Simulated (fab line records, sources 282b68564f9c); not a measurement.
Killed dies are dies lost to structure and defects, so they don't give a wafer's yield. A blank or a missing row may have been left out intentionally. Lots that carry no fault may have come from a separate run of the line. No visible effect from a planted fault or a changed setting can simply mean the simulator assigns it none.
What tool caused it? -- flow rit_cmos -- Sampling: 7 lots, 21 wafers, 3 of 202 route steps

WHAT THE GAUGES SHOWED, per wafer
RIT_CONTACT_CD_MEAS_08: target cd 1000 nm.
lot,measured,on,cd_nm (nm)
L771,day 3 14:23,cd_sem-01,1000.1 1000.4 1002.1
L774,day 4 03:44,cd_sem-02,999.5 998.7 1000.8
L776,day 4 11:28,cd_sem-02,999.8 999.1 998.7
L780,day 5 09:02,cd_sem-02,1000.2 997.8 998.2
L783,day 5 22:44,cd_sem-01,1000.8 999.3 1000.4
L787,day 6 21:23,cd_sem-01,- - -
L789,day 7 05:23,cd_sem-01,1001.2 998.8 1000.2

TOOL THAT RAN EACH LOT (tool first, then ch and the chambers of the sampled wafers, then the start)
lot,RIT_PLDD_STRIP_09,RIT_CONTACT_COAT_03
L771,"plasma_asher-04 ch 0,1, day 3 06:17","litho_track-02 ch 0, day 3 13:34"
L774,"plasma_asher-02 ch 0,1, day 3 19:11","litho_track-03 ch 0, day 4 02:55"
L776,"plasma_asher-02 ch 1, day 4 03:02","litho_track-01 ch 0, day 4 10:32"
L780,"plasma_asher-04 ch 0,1, day 4 23:15","litho_track-01 ch 0, day 5 08:13"
L783,"plasma_asher-01 ch 0,1, day 5 13:54","litho_track-03 ch 0, day 5 21:48"
L787,"plasma_asher-04 ch 0,1, day 6 12:58","litho_track-03, day 6 20:27"
L789,"plasma_asher-02 ch 0,1, day 6 20:43","litho_track-02 ch 0, day 7 04:28"
- RIT_PLDD_STRIP_09: strips in O2, time 180 s.
- RIT_CONTACT_COAT_03: resist thk 1000 nm.

THE ANSWER, worked out from the rows above alone
Rule: the lots themselves supply what counts as usual. Put in order of their means at a reading, lots are off if they are a third of the lots or fewer, leave a main group of 4 or more, and stand apart from it by a gap of 3 or more times the standard deviation of the main group's means; of several such gaps the widest counts. The tables above print the reading to a certain number of digits; a main group whose means all agree to those digits is not used. Also off: a lot with no number at a reading for which 4 or more lots have one. The other lots that the step has rows for count as sound.
Off: L787, at RIT_CONTACT_CD_MEAS_08 (cd_nm). Without a number there: L787. The main group: mean 999.8 nm, standard deviation 0.69.
A tool fits if, at a process step before that reading, it ran every lot that is off, and no sound lot after the first of them. Those tools and the gauges at RIT_CONTACT_CD_MEAS_08 are tried in the same way. This does not decide it: 2 tools fit, namely plasma_asher-04 at RIT_PLDD_STRIP_09 and litho_track-03 at RIT_CONTACT_COAT_03.

WHAT WAS PUT IN BY THE SIMULATOR
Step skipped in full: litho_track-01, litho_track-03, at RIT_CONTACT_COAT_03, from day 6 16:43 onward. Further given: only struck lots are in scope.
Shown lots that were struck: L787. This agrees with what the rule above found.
